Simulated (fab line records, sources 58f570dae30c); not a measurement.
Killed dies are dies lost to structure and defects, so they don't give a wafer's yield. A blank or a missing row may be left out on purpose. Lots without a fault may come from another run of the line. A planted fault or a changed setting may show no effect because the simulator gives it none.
A struck lot beside a sound one | flow berkeley_cmos170 | 43 steps out of a route of 331
Sound: wafers L886.2, L886.5, L886.6. Struck: wafers L898.2, L898.3, L898.4. The cause comes at the end.
At each step with rows: each side's tool, then ch and its chambers, then its first start. Under that, the readings that differ: sound wafers | struck wafers | difference of the means | sigmas: that difference in standard deviations of wafers without a fault.
alike: readings whose means differ by less than 2 such deviations, and words and numbers that are the same on both sides. not compared: withheld readings, readings that some wafer has no value for, bounds like >300 that may hide the same value, and numbers for which the record gives no deviation and whose values overlap.
The two part at a step that has a row with sigmas, a row that says differs or no value, or rows on one side only. Numbers that don't overlap but have no deviation are shown without sigmas and don't part them. A reading that every wafer of one side lacks parts them only if that side has two wafers or more.

UCB170_GATE_STRIP_16: strips in O2.
  sound on plasma_asher-04 ch 0,1, day 8 02:08; struck on plasma_asher-03 ch 0,1, day 10 07:01
  alike: drypump_motor_current_A, o2_flow_sccm, oes_product_au
  not compared: rf_hours_counter_h
UCB170_GATE_CD_MEAS_90: target cd 350 nm.
  sound on cd_sem-02, day 8 02:15; struck on cd_sem-01, day 10 07:08
  alike: cd_nm
then, 7 steps without rows for these wafers: UCB170_GATE_CLEAN_17 (cleans in SPM, time 600 s); UCB170_PLDD_HMDS_00 (prime time 60 s); UCB170_PLDD_COAT_01 (resist thk 900 nm); UCB170_PLDD_SOFTBAKE_02 (time 60 s); UCB170_PLDD_EXPOSE_03 (exposes mask PSELECT, target cd 1200 nm); UCB170_PLDD_PEB_04; UCB170_PLDD_DEVELOP_05 (develop time 45 s).
UCB170_PLDD_CD_MEAS_06: target cd 1200 nm.
  sound on cd_sem-01, day 8 04:01; struck on cd_sem-01, day 10 09:22
  alike: cd_nm
UCB170_PLDD_OVL_MEAS_07:
  sound on overlay-01, day 8 04:07; struck on overlay-02, day 10 09:28
  alike: PLDD_OVL
then, 1 step without rows for these wafers: UCB170_PLDD_IMPLANT_08.
UCB170_PLDD_IMPLANT_09:
  sound on implanter-01 ch 0, day 8 04:19; struck on implanter-02 ch 0, day 10 09:41
  reading            | sound                         | struck                        | difference | sigmas
  beam_on_s (s)      | 10.22 9.85 10.28              | 12.65 12.53 12.21             | +2.35      | +12
  dose_ions_cm2      | 4.996e+13 5.006e+13 5.002e+13 | 6.854e+13 6.856e+13 6.851e+13 | +1.852e+13 | +99 or more
  faraday_current_uA | 154.7 161.1 153.9             | 171.6 174.5 178.8             | +18.4      | +6
UCB170_PLDD_STRIP_10: strips in O2.
  sound on plasma_asher-02 ch 0,1, day 8 04:27; struck on plasma_asher-01 ch 0,1, day 10 09:48
  alike: drypump_motor_current_A, o2_flow_sccm, oes_product_au, strip_time_to_endpoint_s
  not compared: rf_hours_counter_h
UCB170_PLDD_TW_MEAS_11:
  sound on film_metro-02, day 8 04:34; struck on film_metro-03, day 10 10:15
  reading | sound          | struck         | difference | sigmas
  PLDD_TW | 1017 1020 1015 | 1063 1056 1052 | +40        | +6
  not compared: hold
then, 6 steps without rows for these wafers: UCB170_NLDD_HMDS_00 (prime time 60 s); UCB170_NLDD_COAT_01 (resist thk 900 nm); UCB170_NLDD_SOFTBAKE_02 (time 60 s); UCB170_NLDD_EXPOSE_03 (exposes mask NSELECT, target cd 1200 nm); UCB170_NLDD_PEB_04; UCB170_NLDD_DEVELOP_05 (develop time 45 s).
UCB170_NLDD_CD_MEAS_06: target cd 1200 nm.
  sound on cd_sem-02, day 8 06:05; struck on cd_sem-01, day 10 13:43
  alike: cd_nm
UCB170_NLDD_OVL_MEAS_07:
  sound on overlay-01, day 8 06:13; struck on overlay-01, day 10 13:49
  alike: NLDD_OVL
then, 2 steps without rows for these wafers: UCB170_NLDD_IMPLANT_08; UCB170_NLDD_IMPLANT_09.
UCB170_NLDD_STRIP_10: strips in O2.
  sound on plasma_asher-01 ch 0,1, day 8 06:32; struck on plasma_asher-01 ch 0,1, day 10 14:15
  alike: drypump_motor_current_A, o2_flow_sccm, oes_product_au, strip_time_to_endpoint_s
  not compared: rf_hours_counter_h
UCB170_NLDD_TW_MEAS_11:
  sound on film_metro-02, day 8 06:39; struck on film_metro-01, day 10 14:22
  reading | sound          | struck         | difference | sigmas
  NLDD_TW | 2229 2215 2226 | 2192 2192 2199 | -29        | -2
then, 1 step without rows for these wafers: UCB170_NLDD_CLEAN_12 (cleans in SPM, time 600 s).
UCB170_SPACER_CVD_00: deposits SiO2 from TEOS/O2, target thk 376 nm, time 47 s.
  sound on pecvd-04 ch 1,2, day 8 06:52; struck on pecvd-03 ch 1,2, day 10 14:36
  alike: heater_power_w, rf_fwd_power_W, susceptor_temp_C
UCB170_SPACER_THK_MEAS_01:
  sound on film_metro-03, day 8 06:56; struck on film_metro-04, day 10 14:39
  alike: SPACER_TEOS_THK
then, 1 step without rows for these wafers: UCB170_SPACER_ANNEAL_02 (time 1800 s).
UCB170_SPACER_ETCHBACK_03: etches SiO2 in CHF3/CF4/Ar, stops on Si, target depth 376 nm, time 100 s.
  sound on rie_diel-02 ch 0,1,3, day 8 11:53; struck on rie_diel-02 ch 1,2,3, day 10 17:35
  alike: CHF3_flow_sccm, drypump_motor_current_A, oes_product_au, rf_fwd_power_W, throttle_valve_pct
  not compared: rf_hours_counter_h
then, 6 steps without rows for these wafers: UCB170_PSD_HMDS_00 (prime time 60 s); UCB170_PSD_COAT_01 (resist thk 900 nm); UCB170_PSD_SOFTBAKE_02 (time 60 s); UCB170_PSD_EXPOSE_03 (exposes mask PSELECT MOD, target cd 1200 nm); UCB170_PSD_PEB_04; UCB170_PSD_DEVELOP_05 (develop time 45 s).
UCB170_PSD_CD_MEAS_06: target cd 1200 nm.
  sound on cd_sem-01, day 8 13:35; struck on cd_sem-01, day 10 18:52
  alike: cd_nm
UCB170_PSD_OVL_MEAS_07:
  sound on overlay-02, day 8 13:42; struck on overlay-01, day 10 18:58
  alike: PSD_OVL
then, 1 step without rows for these wafers: UCB170_PSD_IMPLANT_08.
UCB170_SDANNEAL_RS_MEAS_04: measures by four-point-probe.
  sound on film_metro-01, day 8 17:13; struck on film_metro-01, day 11 00:50
  reading          | sound                | struck            | difference | sigmas
  PLDD_RS (ohm/sq) | 1035.9 1033.7 1031.3 | 902.3 904.5 902.7 | -130.5     | -52
  not compared: hold
UCB170_M3_PROBE_99:
  the record has rows for the sound wafers here (prober-01, day 9 23:29) and none for the struck ones

WHERE THEY PART
First at UCB170_PLDD_IMPLANT_09; last, within this record, at UCB170_M3_PROBE_99.

WHY: what the simulator had put in
Process parameter drift: implanter-02, from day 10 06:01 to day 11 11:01, at UCB170_PLDD_IMPLANT_09. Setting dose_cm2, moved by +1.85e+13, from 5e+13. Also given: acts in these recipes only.
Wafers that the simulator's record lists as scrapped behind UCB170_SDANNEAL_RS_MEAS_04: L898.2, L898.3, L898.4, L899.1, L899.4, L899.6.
